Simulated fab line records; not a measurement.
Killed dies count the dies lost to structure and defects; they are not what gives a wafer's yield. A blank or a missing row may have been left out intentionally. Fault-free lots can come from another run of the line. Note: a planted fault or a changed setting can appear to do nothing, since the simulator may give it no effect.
Which tool was responsible?	flow berkeley_cmos170	72 wafers from 24 lots sampled at 4 of the route's 331 steps

== WHAT THE GAUGES SHOWED, per wafer ==
UCB170_NWELL_OVL_MEAS_12. Usual: NWELL_OVL 0 nm, standard deviation 5.7.
lot	measured	on	NWELL_OVL (nm)	flag
L074	day 2 11:36	overlay-01	0 -4 -2	
L075	day 2 19:38	overlay-01	7 12 3	
L076	day 2 19:47	overlay-02	-12 -1 -4	
L077	day 3 05:24	overlay-01	-4 -7 -12	
L078	day 3 09:25	overlay-01	-3 -1 3	
L079	day 3 09:41	overlay-01	9 -4 2	
L080	day 3 22:29	overlay-02	4 7 4	
L081	day 4 03:52	overlay-02	-4 -11 -2	
L082	day 4 04:01	overlay-02	-1 -3 -3	
L083	day 4 04:14	overlay-01	12 6 15	
L084	day 4 12:08	overlay-01	8 0 -3	
L085	day 4 12:16	overlay-02	-1 3 8	
L086	day 4 19:44	overlay-02	2 -5 7	
L087	day 5 09:19	overlay-02	-10 3 -2	
L088	day 5 09:35	overlay-02	-2 -8 -1	
L089	day 5 20:07	overlay-02	6 6 7	
L091	day 5 20:13	overlay-01	5 1 -2	
L090	day 5 20:22	overlay-02	1 7 1	
L092	day 6 07:05	overlay-01	-1 4 5	
L093	day 6 07:35	overlay-01	2 -3 -1	
L094	day 6 10:04	overlay-02	-10 1 -3	
L095	day 6 10:11	overlay-02	8 1 10	
L096	day 6 18:45	overlay-02	-4 8 5	
L097	day 7 01:24	overlay-02	4 -5 -6	

UCB170_FIELD_THK_MEAS_91. Usual: FIELD_OXIDE_LEFT_2_THK 361 nm, standard deviation 12.
lot	measured	on	FIELD_OXIDE_LEFT_2_THK (nm)	flag
L074	day 6 13:29	film_metro-02	371 372 371	
L075	day 6 13:51	film_metro-02	366 367 371	
L076	day 6 18:47	film_metro-03	385 375 378	
L077	day 6 18:41	film_metro-02	345 345 349	
L078	day 7 06:34	film_metro-03	380 379 373	
L079	day 7 06:34	film_metro-02	373 369 363	
L080	day 7 09:13	film_metro-02	371 369 365	
L081	day 7 10:12	film_metro-03	361 366 366	
L082	day 7 09:50	film_metro-03	362 369 367	
L083	day 7 09:55	film_metro-03	375 376 380	
L084	day 7 22:16	film_metro-04	361 354 354	
L085	day 7 21:55	film_metro-03	362 380 378	
L086	day 7 21:59	film_metro-04	352 359 367	
L087	day 8 21:42	film_metro-02	365 358 352	
L088	day 8 19:55	film_metro-04	365 361 356	
L089	day 8 21:37	film_metro-03	373 362 367	
L091	day 8 19:55	film_metro-02	363 360 366	
L090	day 8 21:58	film_metro-03	346 357 357	
L092	day 9 13:31	film_metro-04	353 351 350	
L093	day 9 18:25	film_metro-03	346 351 352	
L094	day 9 18:03	film_metro-03	355 353 356	
L095	day 9 18:10	film_metro-03	349 351 354	
L096	day 10 02:49	film_metro-02	363 347 349	
L097	day 10 12:13	film_metro-04	331 329 324	

== WHICH TOOL RAN EACH LOT (tool, then ch and the chambers of the sampled wafers, then the start) ==
lot	UCB170_NWELL_STRIP_15	UCB170_PFIELD_STRIP_08
L074	plasma_asher-01 ch 0,1, day 2 11:53	plasma_asher-02 ch 0,1, day 4 16:11
L075	plasma_asher-04 ch 0,1, day 2 19:55	plasma_asher-04 ch 0,1, day 5 05:35
L076	plasma_asher-03 ch 0,1, day 2 20:04	plasma_asher-01 ch 1, day 5 05:52
L077	plasma_asher-04 ch 0,1, day 3 05:42	plasma_asher-01 ch 0,1, day 5 13:30
L078	plasma_asher-03 ch 0,1, day 3 09:41	plasma_asher-01 ch 1, day 6 00:41
L079	plasma_asher-01 ch 0,1, day 3 09:58	plasma_asher-02 ch 0,1, day 6 00:56
L080	plasma_asher-03 ch 0,1, day 3 22:46	plasma_asher-04 ch 0,1, day 6 07:04
L081	plasma_asher-01 ch 1, day 4 04:09	plasma_asher-01 ch 0,1, day 6 07:47
L082	plasma_asher-03 ch 0,1, day 4 04:19	plasma_asher-02 ch 0,1, day 6 06:22
L083	plasma_asher-04 ch 0,1, day 4 04:31	plasma_asher-01 ch 0,1, day 6 06:39
L084	plasma_asher-04 ch 0,1, day 4 12:25	plasma_asher-02 ch 0,1, day 6 19:43
L085	plasma_asher-03 ch 0,1, day 4 12:35	plasma_asher-02 ch 0,1, day 6 20:03
L086	plasma_asher-01 ch 0,1, day 4 20:01	plasma_asher-04 ch 0,1, day 6 19:52
L087	plasma_asher-03 ch 0,1, day 5 09:36	plasma_asher-02 ch 0,1, day 7 13:25
L088	plasma_asher-03 ch 0, day 5 09:53	plasma_asher-02 ch 0,1, day 7 13:09
L089	plasma_asher-03 ch 0,1, day 5 20:25	plasma_asher-02 ch 0,1, day 7 13:51
L091	plasma_asher-04 ch 0,1, day 5 20:31	plasma_asher-01 ch 0,1, day 7 13:32
L090	plasma_asher-01 ch 0,1, day 5 20:39	plasma_asher-01 ch 0,1, day 7 13:16
L092	plasma_asher-01 ch 0,1, day 6 07:23	plasma_asher-04 ch 0,1, day 8 02:39
L093	plasma_asher-04 ch 1, day 6 07:56	plasma_asher-01 ch 1, day 8 07:02
L094	plasma_asher-04 ch 0,1, day 6 10:22	plasma_asher-02 ch 0,1, day 8 07:26
L095	plasma_asher-01 ch 0,1, day 6 10:31	plasma_asher-04 ch 0,1, day 8 08:09
L096	plasma_asher-04 ch 1, day 6 19:02	plasma_asher-04 ch 0,1, day 8 16:53
L097	plasma_asher-03 ch 0,1, day 7 01:41	plasma_asher-02 ch 0,1, day 8 23:08
- UCB170_NWELL_STRIP_15: strips in O2.
- UCB170_PFIELD_STRIP_08: strips in O2.

== AS READ BY THE TOOLS THEMSELVES (means over the sampled wafers that have a number; for cases with no such wafer, the mark the record gives instead) ==
UCB170_NWELL_STRIP_15. Usual: drypump_motor_current_A 5.6 A, standard deviation 0.37; oes_product_au 0.721 a.u., standard deviation 0.0049; strip_time_to_endpoint_s 18.00 s, standard deviation 0.13.
lot	tool	drypump_motor_current_A (A)	oes_product_au (a.u.)	strip_time_to_endpoint_s (s)	flag
L074	plasma_asher-01	5.8	0.716	18.00	
L075	plasma_asher-04	6.0	0.722	17.90	
L076	plasma_asher-03	5.2	0.718	18.04	
L077	plasma_asher-04	6.0	0.719	17.97	
L078	plasma_asher-03	5.2	0.720	17.94	
L079	plasma_asher-01	5.6	0.720	17.92	
L080	plasma_asher-03	5.2	0.719	17.99	
L081	plasma_asher-01	5.9	0.721	18.00	
L082	plasma_asher-03	5.2	0.718	18.05	
L083	plasma_asher-04	6.0	0.718	18.14	
L084	plasma_asher-04	6.0	0.723	17.92	
L085	plasma_asher-03	5.2	0.718	18.22	
L086	plasma_asher-01	5.8	0.724	18.11	
L087	plasma_asher-03	5.2	0.720	18.25	
L088	plasma_asher-03	5.3	0.718	17.91	
L089	plasma_asher-03	5.2	0.726	18.01	
L091	plasma_asher-04	5.9	0.722	17.85	
L090	plasma_asher-01	5.8	0.727	17.93	
L092	plasma_asher-01	5.8	0.722	17.92	
L093	plasma_asher-04	5.8	0.722	17.96	
L094	plasma_asher-04	5.9	0.725	18.02	
L095	plasma_asher-01	5.8	0.721	17.96	
L096	plasma_asher-04	5.8	0.723	17.94	
L097	plasma_asher-03	5.2	0.718	17.95	

UCB170_PFIELD_STRIP_08. Usual: drypump_motor_current_A 5.6 A, standard deviation 0.47; oes_product_au 0.734 a.u., standard deviation 0.0046; strip_time_to_endpoint_s 21.61 s, standard deviation 0.067.
lot	tool	drypump_motor_current_A (A)	oes_product_au (a.u.)	strip_time_to_endpoint_s (s)	flag
L074	plasma_asher-02	5.2	0.732	21.68	
L075	plasma_asher-04	5.8	0.735	21.73	
L076	plasma_asher-01	5.9	0.732	21.64	
L077	plasma_asher-01	5.6	0.737	21.75	
L078	plasma_asher-01	5.9	0.731	21.54	
L079	plasma_asher-02	5.2	0.738	21.64	
L080	plasma_asher-04	5.9	0.734	21.63	
L081	plasma_asher-01	5.8	0.736	21.56	
L082	plasma_asher-02	5.2	0.732	21.60	
L083	plasma_asher-01	5.8	0.733	21.61	
L084	plasma_asher-02	5.2	0.729	21.61	
L085	plasma_asher-02	5.5	0.734	21.61	
L086	plasma_asher-04	5.9	0.735	21.57	
L087	plasma_asher-02	5.2	0.731	21.71	
L088	plasma_asher-02	5.5	0.735	21.63	
L089	plasma_asher-02	5.6	0.731	21.57	
L091	plasma_asher-01	5.8	0.735	21.68	
L090	plasma_asher-01	5.8	0.732	21.60	
L092	plasma_asher-04	6.0	0.736	21.56	
L093	plasma_asher-01	6.0	0.733	21.63	
L094	plasma_asher-02	5.6	0.738	21.61	
L095	plasma_asher-04	5.9	0.734	21.68	
L096	plasma_asher-04	6.0	0.736	21.55	
L097	plasma_asher-02	5.5	0.738	21.54	

== THE ANSWER, worked out from the rows above alone ==
Rule: take the mean of a lot's wafers that have a number; if it is more than 3 standard deviations from the usual mean, the lot is off. A lot without any number at a reading at which 4 lots or more have one is off too. All remaining lots with rows at the step are treated as sound. After the gauges, taken in route order, come the tools' own readings; for these a lot's mean is taken, as printed above. At the first step where some lot is off, the reading lying furthest off is the one used; lots without a number count as furthest.
Across all readings shown, no lot is off: no conclusion can be drawn from this.

== WHAT THE SIMULATOR HAD INSERTED ==
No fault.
